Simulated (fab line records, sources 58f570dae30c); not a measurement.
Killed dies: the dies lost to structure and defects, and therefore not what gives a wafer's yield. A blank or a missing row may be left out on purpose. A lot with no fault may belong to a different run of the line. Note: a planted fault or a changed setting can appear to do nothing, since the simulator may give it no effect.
Check of tool commonality    flow berkeley cmos170    Lots sampled 14, wafers sampled 42

## REASON FOR OPENING
UCB170_NLDD_OVL_MEAS_07, reading NLDD_OVL: flagged on 2 of 14 lots. Wafers without a fault read -2 nm, standard deviation 5.2.
Rule: a lot is flagged when every wafer of it that has a number lies more than 4 standard deviations from that mean, or none has a number. All remaining lots are regarded as sound.

lot   measured      on          NLDD_OVL (nm), wafer by wafer  flag
L322  day 6 06:10   overlay-02  1 -1 -3                        
L324  day 6 11:19   overlay-02  -18 -9 -6                      
L325  day 6 12:08   overlay-02  11 5 0                         
L328  day 7 08:53   overlay-02  5 2 -1                         
L329  day 7 14:26   overlay-01  -3 -8 -2                       
L330  day 8 00:31   overlay-01  184 178 176                    FLAGGED
L331  day 8 00:58   overlay-02  -5 4 -5                        
L333  day 8 15:43   overlay-02  172 176 171                    FLAGGED
L335  day 9 00:20   overlay-02  -8 -1 -5                       
L338  day 9 14:52   overlay-01  -7 -10 -12                     
L339  day 9 19:26   overlay-02  -1 -2 -6                       
L341  day 10 09:17  overlay-01  6 0 1                          
L344  day 10 19:17  overlay-01  4 -7 1                         
L343  day 10 19:50  overlay-01  -6 -6 -1                       
Average over the flagged lots: 176 nm; offset from the usual +178 nm, equal to +34 standard deviations.

## WHICH TOOL RAN EACH LOT
2 process steps preceding the reading are held in the record, out of 331 steps in the route. Read each cell as the tool, then ch plus the chambers that the sampled wafers visited, then the start.
lot   flag     UCB170_PLDD_STRIP_10                  UCB170_NLDD_EXPOSE_03
L322           plasma asher-04 ch 0,1, day 6 03:44   krf scanner-02 ch 0, day 6 05:21
L324           plasma asher-02 ch 0,1, day 6 09:47   krf scanner-02 ch 0, day 6 10:38
L325           plasma asher-02 ch 0,1, day 6 10:07   krf scanner-01 ch 0, day 6 11:18
L328           plasma asher-02 ch 0,1, day 7 07:36   krf scanner-01 ch 0, day 7 08:25
L329           plasma asher-04 ch 0,1, day 7 13:03   krf scanner-01 ch 0, day 7 13:50
L330  FLAGGED  plasma asher-04 ch 0,1, day 7 23:11   krf scanner-01 ch 0, day 8 00:00
L331           plasma asher-02 ch 0,1, day 7 23:33   krf scanner-02 ch 0, day 8 00:29
L333  FLAGGED  plasma asher-03 ch 0,1, day 8 14:02   krf scanner-01 ch 0, day 8 15:11
L335           plasma asher-02 ch 0,1, day 8 22:12   krf scanner-02 ch 0, day 8 23:32
L338           plasma asher-02 ch 0,1, day 9 13:15   krf scanner-02 ch 0, day 9 14:21
L339           plasma asher-03 ch 0,1, day 9 17:48   krf scanner-02 ch 0, day 9 18:55
L341           plasma asher-02 ch 1, day 10 07:42    krf scanner-02 ch 0, day 10 08:37
L344           plasma asher-04 ch 0,1, day 10 17:17  krf scanner-02 ch 0, day 10 18:26
L343           plasma asher-02 ch 0,1, day 10 17:48  krf scanner-02 ch 0, day 10 18:53
These steps, and what they do:
- UCB170_PLDD_STRIP_10: strips in O2.
- UCB170_NLDD_EXPOSE_03: exposes mask NSELECT, target cd 1200 nm.
- UCB170_NLDD_OVL_MEAS_07

## FLAGGED OVER TOTAL, TOOL BY TOOL (the gauges that took the reading come last)
step                     tool             lots run  flagged  share of the flagged lots  sound lots run after its first flagged lot
UCB170_PLDD_STRIP_10     plasma asher-02  8         0        none                       -
UCB170_PLDD_STRIP_10     plasma asher-03  2         1        some                       1 (L339)
UCB170_PLDD_STRIP_10     plasma asher-04  4         1        some                       1 (L344)
UCB170_NLDD_EXPOSE_03    krf scanner-01   5         2        all                        0
UCB170_NLDD_EXPOSE_03    krf scanner-02   9         0        none                       -
UCB170_NLDD_OVL_MEAS_07  overlay-01       6         1        some                       4 (L338,L341,L344,L343)
UCB170_NLDD_OVL_MEAS_07  overlay-02       8         1        some                       2 (L335,L339)

## WHAT IS ALLOWED BY THE TABLE
1 row of the table ran every flagged lot: krf scanner-01 at UCB170_NLDD_EXPOSE_03.
- krf scanner-01 at UCB170_NLDD_EXPOSE_03 ran 5 lots, 2 of them flagged. It ran its last sound lot, L329, at day 7 13:50 and its first flagged lot, L330, at day 8 00:00: a fault with its onset between the two fits.
Just one tool remains: krf scanner-01 at UCB170_NLDD_EXPOSE_03.

## WHAT HAD BEEN PUT IN BY THE SIMULATOR
Scanner matching overlay: krf scanner-01, from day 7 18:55 on, at UCB170_NLDD_EXPOSE_03. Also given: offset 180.
Lots struck among those shown: L330, L333. The rule above found the same.
